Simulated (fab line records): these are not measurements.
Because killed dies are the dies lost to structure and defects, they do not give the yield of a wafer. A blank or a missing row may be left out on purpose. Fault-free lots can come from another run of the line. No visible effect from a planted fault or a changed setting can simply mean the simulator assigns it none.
fab line records + flow rit-cmos
[record]
- lots = 14
- wafers = 42
- last-day = 7
route steps=202 shown PWELL@47 M1@202
lots with no fault: from the same line, run without faults
start-h: hours from the record's opening day to when the first of the lot's shown wafers began + wait-h: hours since the lot's step before + " as in the row above + L1.1+2: a single row standing in for several wafers + - no value, or no start given + * or withheld: withheld + < > ~ a bound
route shown NAME@n: a module of which the file shows steps, and the number in the route of the first + usual: mean/standard deviation taken from wafers without a fault + same: alike in all rows + chamber/n: place in a boat + sites: readings site by site + _std_site: the values' standard deviation + _edge_site: mean of outer sites minus mean of inner sites + radius-mm: for every site, how far away it sits from the centre of the wafer + mask NAME#n: copy n + behind: the most recent tool/chamber to have shaped the wafer + hold: cause of the lot's hold/its duration in hours/its outcome + device: whichever transistor did not switch (one of n, p or np) + end of line: tests run on the same wafers once the route is complete + where a step has no rows: the recipe by itself + killed: dies lost to structure and defects at the first sort, not the wafer's yield + map: per-die view of a wafer (x killed, . not killed, _ where there is no die)
set.NAME: the setting that was run; set.NAME@STEP: the one run at that earlier step + model.NAME: the simulator's own value behind a step, which no gauge read
steps of the route over a sample of lots; a table a step, a row a wafer
services: a tool's chamber out of use, with start hour (start-h, from the record's first day; less than 0 if before it), hours out, and reason
[[steps]]
[step RIT_PWELL_IMPLANT_08]
[recipe]
- species = B
- energy-kev = 170
- dose-cm2 = 7e+13
- tilt-deg = 7
[usual]
- dose-ions-cm2 = 7e+13/7.1e+10
- faraday-current-uA = 222/4.8
| lot.wafer | tool         | chamber | start-h | wait-h | dose-ions-cm2 | faraday-current-uA |
|-----------|--------------|---------|---------|--------|---------------|--------------------|
| L448.2    | implanter-04 | 0       | 31.35   | 0.2    | 6.995e+13     | 228                |
| L448.4    | "            | 0       | "       | "      | 7.004e+13     | 227                |
| L448.6    | "            | 0       | "       | "      | 7.008e+13     | 226                |
| L449.1    | implanter-02 | 0       | 32.72   | 0.2    | 6.996e+13     | 214                |
| L449.2    | "            | 0       | "       | "      | 7.009e+13     | 226                |
| L449.3    | "            | 0       | "       | "      | 6.996e+13     | 221                |
| L450.2    | implanter-04 | 0       | 34.98   | 0.2    | 7.005e+13     | 221                |
| L450.4    | "            | 0       | "       | "      | 7.008e+13     | 220                |
| L450.5    | "            | 0       | "       | "      | 7.009e+13     | 219                |
| L451.1    | implanter-04 | 0       | 38.99   | 0.2    | 6.998e+13     | 220                |
| L451.2    | "            | 0       | "       | "      | 7.004e+13     | 231                |
| L451.5    | "            | 0       | "       | "      | 7.003e+13     | 233                |
| L452.3    | implanter-01 | 0       | 43.71   | 0.2    | 7e+13         | 229                |
| L452.4    | "            | 0       | "       | "      | 7.002e+13     | 215                |
| L452.5    | "            | 0       | "       | "      | 6.998e+13     | 226                |
| L453.4    | implanter-02 | 0       | 48.72   | 0.2    | 7.005e+13     | 219                |
| L453.5    | "            | 0       | "       | "      | 7.02e+13      | 224                |
| L453.6    | "            | 0       | "       | "      | 7.001e+13     | 224                |
| L454.2    | implanter-02 | 0       | 52.96   | 0.2    | 7.001e+13     | 224                |
| L454.3    | "            | 0       | "       | "      | 7.005e+13     | 216                |
| L454.6    | "            | 0       | "       | "      | 7.01e+13      | 218                |
| L465.3    | implanter-02 | 0       | 107.40  | 0.2    | 9.115e+13     | 286                |
| L465.5    | "            | 0       | "       | "      | 9.101e+13     | 286                |
| L465.6    | "            | 0       | "       | "      | 9.107e+13     | 295                |
| L466.1    | implanter-02 | 0       | 112.37  | 0.2    | 9.106e+13     | 290                |
| L466.3    | "            | 0       | "       | "      | 9.1e+13       | 291                |
| L466.4    | "            | 0       | "       | "      | 9.095e+13     | 293                |
| L467.1    | implanter-04 | 0       | 117.34  | 0.2    | 6.995e+13     | 220                |
| L467.2    | "            | 0       | "       | "      | 6.996e+13     | 224                |
| L467.3    | "            | 0       | "       | "      | 7.001e+13     | 217                |
| L468.1    | implanter-01 | 0       | 122.52  | 0.2    | 7.001e+13     | 218                |
| L468.3    | "            | 0       | "       | "      | 7.004e+13     | 217                |
| L468.4    | "            | 0       | "       | "      | 7.003e+13     | 227                |
| L469.1    | implanter-01 | 0       | 127.28  | 0.2    | 6.995e+13     | 221                |
| L469.3    | "            | 0       | "       | "      | 7.008e+13     | 227                |
| L469.4    | "            | 0       | "       | "      | 7.004e+13     | 219                |
| L470.1    | implanter-04 | 0       | 132.39  | 0.2    | 6.976e+13     | 219                |
| L470.3    | "            | 0       | "       | "      | 6.998e+13     | 224                |
| L470.5    | "            | 0       | "       | "      | 7.006e+13     | 221                |
| L471.1    | implanter-04 | 0       | 137.10  | 0.2    | 6.998e+13     | 221                |
| L471.2    | "            | 0       | "       | "      | 6.999e+13     | 225                |
| L471.4    | "            | 0       | "       | "      | 6.991e+13     | 221                |
[step RIT_PWELL_TW_MEAS_10]
[usual]
- PWELL_TW = 944/12
| lot.wafer | tool          | chamber | start-h | wait-h | hold                     | PWELL_TW |
|-----------|---------------|---------|---------|--------|--------------------------|----------|
| L448.2    | film-metro-02 | -       | 31.66   | 0.1    | -                        | 962      |
| L448.4    | "             | -       | "       | "      | -                        | 964      |
| L448.6    | "             | -       | "       | "      | -                        | 964      |
| L449.1    | film-metro-04 | -       | 33.04   | 0.1    | -                        | 930      |
| L449.2    | "             | -       | "       | "      | -                        | 932      |
| L449.3    | "             | -       | "       | "      | -                        | 934      |
| L450.2    | film-metro-03 | -       | 35.29   | 0.1    | -                        | 956      |
| L450.4    | "             | -       | "       | "      | -                        | 959      |
| L450.5    | "             | -       | "       | "      | -                        | 949      |
| L451.1    | film-metro-04 | -       | 39.32   | 0.1    | -                        | 926      |
| L451.2    | "             | -       | "       | "      | -                        | 933      |
| L451.5    | "             | -       | "       | "      | -                        | 930      |
| L452.3    | film-metro-03 | -       | 44.00   | 0.1    | -                        | 953      |
| L452.4    | "             | -       | "       | "      | -                        | 956      |
| L452.5    | "             | -       | "       | "      | -                        | 955      |
| L453.4    | film-metro-04 | -       | 49.00   | 0.1    | -                        | 937      |
| L453.5    | "             | -       | "       | "      | -                        | 943      |
| L453.6    | "             | -       | "       | "      | -                        | 939      |
| L454.2    | film-metro-03 | -       | 53.27   | 0.1    | -                        | 965      |
| L454.3    | "             | -       | "       | "      | -                        | 962      |
| L454.6    | "             | -       | "       | "      | -                        | 959      |
| L465.3    | film-metro-04 | -       | 107.69  | 0.1    | await-dispo/0.2h/release | 1024     |
| L465.5    | "             | -       | "       | "      | await-dispo/0.2h/release | 1013     |
| L465.6    | "             | -       | "       | "      | await-dispo/0.2h/release | 1017     |
| L465.3    | film-metro-04 | -       | 107.92  | 0.2    | -                        | 1016     |
| L465.5    | "             | -       | "       | "      | -                        | 1018     |
| L465.6    | "             | -       | "       | "      | -                        | 1018     |
| L466.1    | film-metro-04 | -       | 112.70  | 0.1    | await-dispo/0.2h/release | 1012     |
| L466.3    | "             | -       | "       | "      | await-dispo/0.2h/release | 1015     |
| L466.4    | "             | -       | "       | "      | await-dispo/0.2h/release | 1016     |
| L466.1    | film-metro-04 | -       | 112.93  | 0.2    | -                        | 1019     |
| L466.3    | "             | -       | "       | "      | -                        | 1016     |
| L466.4    | "             | -       | "       | "      | -                        | 1017     |
| L467.1    | film-metro-04 | -       | 117.67  | 0.1    | -                        | 937      |
| L467.2    | "             | -       | "       | "      | -                        | 934      |
| L467.3    | "             | -       | "       | "      | -                        | 938      |
| L468.1    | film-metro-04 | -       | 122.85  | 0.1    | -                        | 939      |
| L468.3    | "             | -       | "       | "      | -                        | 935      |
| L468.4    | "             | -       | "       | "      | -                        | 934      |
| L469.1    | film-metro-03 | -       | 127.60  | 0.1    | -                        | 956      |
| L469.3    | "             | -       | "       | "      | -                        | 946      |
| L469.4    | "             | -       | "       | "      | -                        | 954      |
| L470.1    | film-metro-04 | -       | 132.72  | 0.1    | -                        | 934      |
| L470.3    | "             | -       | "       | "      | -                        | 936      |
| L470.5    | "             | -       | "       | "      | -                        | 938      |
| L471.1    | film-metro-03 | -       | 137.43  | 0.1    | -                        | 952      |
| L471.2    | "             | -       | "       | "      | -                        | 954      |
| L471.4    | "             | -       | "       | "      | -                        | 953      |
[step RIT_WELLDRIVE_RS_MEAS_02]
[recipe]
- thk-meas-gauge = four-point-probe
[usual]
- PWELL_RS = 429.2/1.7
| lot.wafer | tool          | chamber | start-h | wait-h | hold                     | PWELL_RS[ohm/sq] |
|-----------|---------------|---------|---------|--------|--------------------------|------------------|
| L448.2    | film-metro-04 | -       | 36.93   | 0.1    | -                        | 430.6            |
| L448.4    | "             | -       | "       | "      | -                        | 431.0            |
| L448.6    | "             | -       | "       | "      | -                        | 432.9            |
| L449.1    | film-metro-04 | -       | 38.93   | 0.1    | -                        | 431.4            |
| L449.2    | "             | -       | "       | "      | -                        | 429.9            |
| L449.3    | "             | -       | "       | "      | -                        | 431.3            |
| L450.2    | film-metro-02 | -       | 42.01   | 0.1    | -                        | 428.7            |
| L450.4    | "             | -       | "       | "      | -                        | 429.1            |
| L450.5    | "             | -       | "       | "      | -                        | 428.6            |
| L451.1    | film-metro-04 | -       | 44.58   | 0.1    | -                        | 431.4            |
| L451.2    | "             | -       | "       | "      | -                        | 430.9            |
| L451.5    | "             | -       | "       | "      | -                        | 430.2            |
| L452.3    | film-metro-02 | -       | 49.52   | 0.1    | -                        | 431.7            |
| L452.4    | "             | -       | "       | "      | -                        | 430.4            |
| L452.5    | "             | -       | "       | "      | -                        | 429.7            |
| L453.4    | film-metro-02 | -       | 54.87   | 0.1    | -                        | 426.9            |
| L453.5    | "             | -       | "       | "      | -                        | 427.4            |
| L453.6    | "             | -       | "       | "      | -                        | 427.4            |
| L454.2    | film-metro-03 | -       | 59.91   | 0.1    | -                        | 427.0            |
| L454.3    | "             | -       | "       | "      | -                        | 427.7            |
| L454.6    | "             | -       | "       | "      | -                        | 426.7            |
| L465.3    | film-metro-03 | -       | 113.75  | 0.1    | await-dispo/0.2h/release | 364.2            |
| L465.5    | "             | -       | "       | "      | await-dispo/0.2h/release | 363.6            |
| L465.6    | "             | -       | "       | "      | await-dispo/0.2h/release | 363.4            |
| L465.3    | film-metro-03 | -       | 114.04  | 0.3    | -                        | 363.7            |
| L465.5    | "             | -       | "       | "      | -                        | 363.9            |
| L465.6    | "             | -       | "       | "      | -                        | 363.4            |
| L466.1    | film-metro-04 | -       | 119.92  | 0.1    | await-dispo/0.2h/release | 364.6            |
| L466.3    | "             | -       | "       | "      | await-dispo/0.2h/release | 364.6            |
| L466.4    | "             | -       | "       | "      | await-dispo/0.2h/release | 365.0            |
| L466.1    | film-metro-04 | -       | 120.21  | 0.3    | -                        | 364.4            |
| L466.3    | "             | -       | "       | "      | -                        | 365.3            |
| L466.4    | "             | -       | "       | "      | -                        | 365.0            |
| L467.1    | film-metro-02 | -       | 123.10  | 0.1    | -                        | 427.6            |
| L467.2    | "             | -       | "       | "      | -                        | 427.1            |
| L467.3    | "             | -       | "       | "      | -                        | 427.6            |
| L468.1    | film-metro-03 | -       | 128.19  | 0.1    | -                        | 427.8            |
| L468.3    | "             | -       | "       | "      | -                        | 428.1            |
| L468.4    | "             | -       | "       | "      | -                        | 429.1            |
| L469.1    | film-metro-02 | -       | 133.27  | 0.1    | -                        | 426.9            |
| L469.3    | "             | -       | "       | "      | -                        | 427.8            |
| L469.4    | "             | -       | "       | "      | -                        | 427.8            |
| L470.1    | film-metro-04 | -       | 138.35  | 0.1    | -                        | 431.5            |
| L470.3    | "             | -       | "       | "      | -                        | 430.9            |
| L470.5    | "             | -       | "       | "      | -                        | 430.3            |
| L471.1    | film-metro-04 | -       | 143.44  | 0.1    | -                        | 431.1            |
| L471.2    | "             | -       | "       | "      | -                        | 428.9            |
| L471.4    | "             | -       | "       | "      | -                        | 430.9            |
[step RIT_M1_PROBE_99]
[usual]
- killed_at_M0_to_M3 = 0.0/0.083
- killed-at-contacts = 0.0/0.22
- killed-at-front-end = 7/3.2
- killed-dies = 7/3.2
- killed-open = 3.2/2.1
- killed-short = 3.5/2.2
[same]
- gross-dies = 264
- killed_at_M4_up = 0
- killed-at-back-side = 0
- killed-at-other = 0
| lot.wafer | tool      | chamber | start-h | wait-h | killed_at_M0_to_M3 | killed-at-contacts | killed-at-front-end | killed-dies | killed-open | killed-short |
|-----------|-----------|---------|---------|--------|--------------------|--------------------|---------------------|-------------|-------------|--------------|
| L465.3    | prober-01 | -       | 149.55  | 0.2    | 0                  | 0                  | 5                   | 5           | 4           | 1            |
| L465.5    | prober-01 | -       | 149.65  | 0.2    | 0                  | 1                  | 7                   | 8           | 4           | 4            |
| L465.6    | prober-01 | -       | 149.70  | 0.2    | 0                  | 0                  | 9                   | 9           | 1           | 8            |
| L466.1    | prober-02 | -       | 159.26  | 0.1    | 0                  | 0                  | 3                   | 3           | 0           | 3            |
| L466.3    | prober-02 | -       | 159.36  | 0.2    | 0                  | 1                  | 2                   | 3           | 1           | 2            |
| L466.4    | prober-02 | -       | 159.41  | 0.2    | 0                  | 0                  | 5                   | 5           | 1           | 4            |
// killed by level:class
L465.3 FOX1:geometric-particle:open=1 FOX2:geometric-particle:open=1 GATE:geometric-particle:open=1 REOX:geometric-particle:open=1 REOX:geometric-particle:short=1
L465.5 GATE:geometric-particle:open=2 GATE:geometric-particle:short=2 FOX2:geometric-particle:open=1 SPACER:geometric-particle:short=1 SILICIDE:geometric-particle:short=1 CONTACT:geometric-particle:open=1
L465.6 SILICIDE:geometric-particle:short=4 FOX1:geometric-particle:short=2 GATE:geometric-particle:open=1 REOX:geometric-particle:short=1 SPACER:geometric-particle:short=1
L466.1 GATE:geometric-particle:short=2 FOX1:geometric-particle:short=1
L466.3 FOX1:geometric-particle:short=1 SILICIDE:geometric-particle:short=1 CONTACT:geometric-particle:open=1
L466.4 GATE:geometric-particle:short=4 SPACER:geometric-particle:open=1
[[services]]
| tool         | chamber | start-h | hours | kind |
|--------------|---------|---------|-------|------|
| implanter-01 | -       | 83.52   | 4.2   | pm   |
[[key]]
[first-sign]
- step = RIT_PWELL_IMPLANT_08
- reading = dose-ions-cm2
- direction = up
- sigmas = 99+
- usual = 7e+13
- struck = 9.104e+13
[effect]
- step = RIT_PWELL_IMPLANT_08
- reading = faraday-current-uA
- direction = up
- sigmas = 14
- usual = 222
- struck = 290
[effect]
- step = RIT_PWELL_TW_MEAS_10
- reading = visit
- direction = added
[effect]
- step = RIT_PWELL_TW_MEAS_10
- reading = PWELL_TW
- direction = up
- sigmas = 6
- usual = 944
- struck = 1016
[effect]
- step = RIT_WELLDRIVE_RS_MEAS_02
- reading = visit
- direction = added
[effect]
- step = RIT_WELLDRIVE_RS_MEAS_02
- reading = PWELL_RS
- direction = down
- sigmas = 39
- usual = 429.2
- struck = 364.2
met-at RIT_PWELL_IMPLANT_08
struck-lots L465,L466
tester-left-out L465,L466
onset-between 52.96 107.40
[fault]
- kind = process-parameter-drift
- tool = implanter-02
- chamber = -
- onset-h = 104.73
- steps = RIT_PWELL_IMPLANT_08
- channel = dose-cm2
- offset = 2.1e+13
- shape = step
- end-h = 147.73
- acts-in = these-recipes-only
- stated = 7e+13
// tester-left-out: of these lots the tester's yield and bins aren't shown, on N5 and GAA mostly nor the transistor test; their killed dies are dies lost to structure and defects alone, not to doping, threshold or leakage, so they don't give the yield
